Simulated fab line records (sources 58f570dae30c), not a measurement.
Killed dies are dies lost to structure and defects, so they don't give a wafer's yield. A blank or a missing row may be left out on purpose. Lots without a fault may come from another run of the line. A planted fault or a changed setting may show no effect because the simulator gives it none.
A lot that was struck, set against a sound lot -- flow berkeley-cmos170 -- 14 steps out of a route of 331
Sound: wafers L191.1, L191.2, L191.3. The struck wafers were L185.1, L185.3, L185.4. At the end, the cause is stated.
Per side, at each step with rows, come the tool, then ch with its chambers, and then its first start. Under that, the readings that differ: sound wafers -- struck wafers -- difference of the means -- sigmas: that difference in standard deviations of wafers without a fault.
alike: readings with means less than 2 such deviations apart, plus words and numbers identical on both sides. not compared: withheld readings, readings lacking a value on some wafer, bounds such as >300 that could conceal the same value, and numbers that have no deviation in the record and whose values overlap.
Wherever a step has rows on one side only, a row that says differs or no value, or a row with sigmas, the two part there. Non-overlapping numbers with no deviation appear without sigmas and do not part them. A reading that every wafer of one side lacks parts them only if that side has two wafers or more.

first, 2 steps without rows for these wafers: UCB170_GATE_PEB_10; UCB170_GATE_DEVELOP_11 (develop time 45 s).
UCB170_GATE_CD_MEAS_12: the cd target is 350 nm.
  sound on cd-sem-01, day 10 14:40; struck on cd-sem-02, day 9 12:40
reading,sound,struck,difference,sigmas
cd-nm (nm),348.2 347.3 349.0,351.6 353.1 351.6,+3.9,+3
UCB170_GATE_OVL_MEAS_13:
  sound on overlay-01, day 10 14:47; struck on overlay-02, day 9 12:47
  alike: GATE_OVL
UCB170_GATE_ETCH_14: etches BARC in N2/H2.
  sound on rie-diel-02 ch 0,1,3, day 10 14:49; struck on rie-diel-01 ch 2,3, day 9 12:50
  alike: drypump-motor-current-A, oes-product-au, throttle-valve-pct
UCB170_GATE_ETCH_15: etches poly-Si in HBr/Cl2, stops on SiO2, time 56.3 s, target depth 278.2 nm.
  sound on rie-si-02 ch 0,1,2, day 10 14:52; struck on rie-si-02 ch 1,2,3, day 9 12:52
  alike: drypump-motor-current-A, oes-product-au, throttle-valve-pct
  not compared: rf-hours-counter-h
UCB170_GATE_STRIP_16: strips in O2.
  sound on plasma-asher-01 ch 0,1, day 10 14:55; struck on plasma-asher-03 ch 0,1, day 9 12:55
reading,sound,struck,difference,sigmas
drypump-motor-current-A (A),5.37 5.55 5.41,6.20 6.22 5.68,+0.59,+2
  alike: oes-product-au
  not compared: rf-hours-counter-h
UCB170_GATE_CD_MEAS_90: the cd target is 350 nm.
  sound on cd-sem-01, day 10 15:04; struck on cd-sem-01, day 9 13:01
reading,sound,struck,difference,sigmas
cd-nm (nm),347.0 346.5 349.4,352.3 352.9 351.7,+4.7,+3
then, 4 steps without rows for these wafers: UCB170_GATE_CLEAN_17 (cleans in SPM, time 600 s); UCB170_PLDD_HMDS_00 (prime time 60 s); UCB170_PLDD_COAT_01 (resist thk 900 nm); UCB170_PLDD_SOFTBAKE_02 (time 60 s).
UCB170_PLDD_EXPOSE_03: exposes mask PSELECT, target cd 1200 nm.
  struck on krf-scanner-01, day 9 13:46; sound on krf-scanner-01 ch 0, day 10 15:49
  no value came back on the struck wafers for exposure-dose-mJ-cm2, focus-offset-nm (nm); on the sound wafers exposure-dose-mJ-cm2 reads 30.02 29.97 30.01
  alike: mask
following that, these wafers have no rows for 1 step: UCB170_PLDD_PEB_04.

## WHERE THEY PART
Earliest at UCB170_GATE_CD_MEAS_12; latest, in this record, at UCB170_PLDD_EXPOSE_03.

WHY: whatever the simulator had introduced
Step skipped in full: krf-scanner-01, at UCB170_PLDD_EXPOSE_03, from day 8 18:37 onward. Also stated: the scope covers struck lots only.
